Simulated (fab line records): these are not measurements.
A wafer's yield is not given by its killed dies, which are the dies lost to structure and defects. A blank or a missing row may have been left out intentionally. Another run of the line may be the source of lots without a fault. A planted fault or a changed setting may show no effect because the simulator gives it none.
Split-lot trial    flow ritCmos    route with 202 steps; 5 lots, 23 wafers read

## THE SPLIT ITSELF
At RIT_PRETRO_SOFTBAKE_02 (time 60 s), the setting tempC was moved away from the recipe's 90 C on 7 of the 23 wafers read, by -3.3% to +3.6%. This setting was run at the recipe's value on the other wafers.

## FROM THE SPLIT TO THE READING: what the file shows between them, 2 steps
- RIT_PRETRO_EXPOSE_03: exposes mask M5, target cd 43700 nm
- RIT_PRETRO_PEB_04

## THE READING
NOVOLAK_of_PRETRO_COAT_01.thkNm (the simulator's own value, which no gauge read), in nm, at RIT_PRETRO_DEVELOP_05 (develop time 68 s). No usual value for it is given in the file. Across the 16 wafers here that went through the recipe, the average is 1299 nm and the standard deviation 4.4 nm.

wafer   tool, chamber at the split  tempC as run, C  against the recipe  NOVOLAK_of_PRETRO_COAT_01.thkNm, nm  against lot-mates on the recipe
L078.2  lithoTrack-01, 0            93.2             +3.6%               1285                                 -10
L078.3  lithoTrack-01, 0            90               recipe              1293                                 -
L078.4  lithoTrack-01, 0            90               recipe              1295                                 -
L078.5  lithoTrack-01, 0            90               recipe              1296                                 -
L078.6  lithoTrack-01, 0            93.2             +3.6%               1282                                 -13
L079.1  lithoTrack-02, 0            87.04            -3.3%               1313                                 +11
L079.2  lithoTrack-02, 0            90               recipe              1300                                 -
L079.3  lithoTrack-02, 0            87.04            -3.3%               1311                                 +9
L079.4  lithoTrack-02, 0            90               recipe              1302                                 -
L079.6  lithoTrack-02, 0            90               recipe              1305                                 -
L080.1  lithoTrack-03, 0            88.91            -1.2%               1301                                 +4
L080.4  lithoTrack-03, 0            88.91            -1.2%               1301                                 +4
L080.2  lithoTrack-03, 0            88.91            -1.2%               1299                                 +2
L080.3  lithoTrack-03, 0            90               recipe              1297                                 -
L080.6  lithoTrack-03, 0            90               recipe              1297                                 -
L083.1  lithoTrack-02, 0            90               recipe              1306                                 -
L083.2  lithoTrack-02, 0            90               recipe              1300                                 -
L083.3  lithoTrack-02, 0            90               recipe              1303                                 -
L083.5  lithoTrack-02, 0            90               recipe              1303                                 -
L083.6  lithoTrack-02, 0            90               recipe              1302                                 -
L085.2  lithoTrack-01, 0            90               recipe              1292                                 -
L085.3  lithoTrack-01, 0            90               recipe              1292                                 -
L085.6  lithoTrack-01, 0            90               recipe              1298                                 -

FIT RESULTS
A straight line over all 23 wafers: NOVOLAK_of_PRETRO_COAT_01.thkNm changes by -3.95 nm for each +1% of tempC; r = -0.84; the points scatter about the line by 4 nm.
The same after taking each lot's own level away (the mean of its wafers on the recipe; 23 wafers): -3.03 nm for each +1%; r = -0.93; scatter 1.8 nm.
According to that fit, moving tempC by its largest amount changes the reading by 11 nm.
From 1294.0 to 1302.8 nm: that is the span of the lots' own levels, equal to 2.0 times the standard deviation above.
So the lot-to-lot level changes the slope: the two fits differ.
Check: with one of the wafers moved furthest among these (+3.6%) left out of the fit, the line predicts -11.4 nm for it against its lot-mates. It came out at -9.67 nm against them.

## OTHER SPLITS APPLIED TO THESE WAFERS
These wafers also went through other splits before the reading. Each is held against what the fit with the lots' levels taken away leaves over:
other split on the same wafers     wafers away from the commonest value  r with NOVOLAK_of_PRETRO_COAT_01.thkNm (lot level and that fit taken away)
RIT_ACTIVE_OXIDATION_01 tempC      18                                    +0.00
RIT_ACTIVE_STRIP_14 pressureMtorr  18                                    +0.01
RIT_FOX2_OXIDATION_00 oxTimeS      15                                    -0.04
RIT_NWELL_IMPLANT_08 doseCm2       9                                     -0.14
RIT_NRETRO_COAT_01 spinRpm         6                                     -0.03

## THE FILE'S OWN FIT
NOVOLAK_of_PRETRO_COAT_01.thkNm changes by -3.01 nm for each +1% of tempC, r = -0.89.
